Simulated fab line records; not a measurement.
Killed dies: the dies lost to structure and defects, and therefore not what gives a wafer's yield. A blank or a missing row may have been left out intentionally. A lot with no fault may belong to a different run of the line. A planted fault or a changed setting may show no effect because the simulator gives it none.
Code-filled problem report in 8D (eight disciplines) form -- flow rit_cmos -- the parts of the form that need people (team, actions taken, sign-off) are left out

1. WHAT WENT WRONG
oes_product_au at RIT_M1_METAL_ETCH_12 reads a mean of 0.706 a.u. on 2 wafers of 2 lots; wafers without a fault read 0.772 a.u. with a standard deviation of 0.015. Measured from the usual mean, that is -4.4 standard deviations.
The step: etches Al in Cl2/BCl3, stops on SiO2, time 165 s, target depth 600 nm.
The first sign was on wafer L425.6 at day 6 20:38, on rie_metal-01. Wafers with a number at this step in the record: 42, from 14 lots. The rule behind "out" and "out of limits": a value lying over 4 standard deviations away from the usual mean. Any other wafer with a number is counted as sound.

2. WHAT IT IS AND WHAT IT IS NOT
question,is,is not
which readings at this step,oes_product_au,"drypump_motor_current_A, throttle_valve_pct"
which lots,"L425, L427","L409, L412, L414, L416, L417, L418, L419, L420, L424, L428, L429, L431"
which wafers of those lots,"L425.6, L427.5","L425.4, L425.5, L427.4, L427.6"
read on which tools,rie_metal-01,"rie_metal-03, rie_metal-04"
when,from day 6 20:38,"up to then (29 sound wafers); but 11 sound wafers of L427, L428, L429, L431 came after"

3. THE SUSPECTS, EACH WITH WHAT RULES IT OUT
Counting: any tool at a process step up to the reading remains a suspect provided it ran every lot that is out. Sound lots after the first of them don't rule it out here, since some wafers of a struck lot are sound.
- plasma_asher-02 at RIT_CONTACT_STRIP_12 (strips in O2, time 180 s): kept. Every lot that is out went through it, the first being L425 (day 6 18:11); the last sound lot it ran before that was L412 (day 4 09:21).
- rie_metal-01 at RIT_M1_METAL_ETCH_12 (etches Al in Cl2/BCl3, stops on SiO2, time 165 s, target depth 600 nm): kept. Every lot that is out went through it, the first being L425 (day 6 20:38); the last sound lot it ran before that was L419 (day 5 15:35). Its own oes_product_au readings are out on those wafers.
- Within rie_metal-01 at RIT_M1_METAL_ETCH_12, the wafers that are out were processed in chamber 1 and their sound lot-mates in chamber 0.
After counting, plasma_asher-02 at RIT_CONTACT_STRIP_12 and rie_metal-01 at RIT_M1_METAL_ETCH_12 remain.

4. THE CAUSE (what the simulator had put in)
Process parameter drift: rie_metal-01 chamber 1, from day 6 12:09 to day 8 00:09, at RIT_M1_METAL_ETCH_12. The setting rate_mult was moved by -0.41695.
After counting, 2 suspects remain, this tool included.

5. THE CHAIN OF EFFECTS, in route order
Each row: a reading whose mean over the struck wafers that have a number lies more than 3 standard deviations from the usual. Readings are gone through only where the record gives a usual standard deviation; hours: the median, over the lots, of the time from a lot's start at the first step in this table giving one to that lot's start at this step; sigmas: the change measured in usual standard deviations.
hours,step,reading,usual,on struck wafers,change,sigmas
0,RIT_M1_METAL_ETCH_12,oes_product_au,0.772 a.u.,0.706,-0.066,-4.4
2,RIT_M1_PROBE_99,defect_limited_yield,97.1 %,0.0,-97.1,-88
2,RIT_M1_PROBE_99,killed_at_M0_to_M3,0.0,252.0,+252.0,+99 or more
2,RIT_M1_PROBE_99,killed_dies,8,264,+256,+85
2,RIT_M1_PROBE_99,killed_on_rim,2.0,70.0,+68.0,+45
2,RIT_M1_PROBE_99,sort_bin_5_function,1.6 %,97.3,+95.8,+99 or more
2,RIT_M1_PROBE_99,sort_n_pass,256,0,-256,-85
2,RIT_M1_PROBE_99,sort_yield_pct,97.1 %,0.0,-97.1,-88
It contains these process steps:
- RIT_M1_METAL_ETCH_12: etches Al in Cl2/BCl3, stops on SiO2, time 165 s, target depth 600 nm.
- RIT_M1_PROBE_99
Later steps that measure or inspect, where all struck wafers having a row at the step show a number for every such reading and not one has moved that far: RIT_M1_CD_MEAS_90.

6. HOW IT WOULD HAVE BEEN CAUGHT EARLIER
In this record the first reading out of limits was taken at day 6 20:38, 8 hours after the fault began at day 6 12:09.
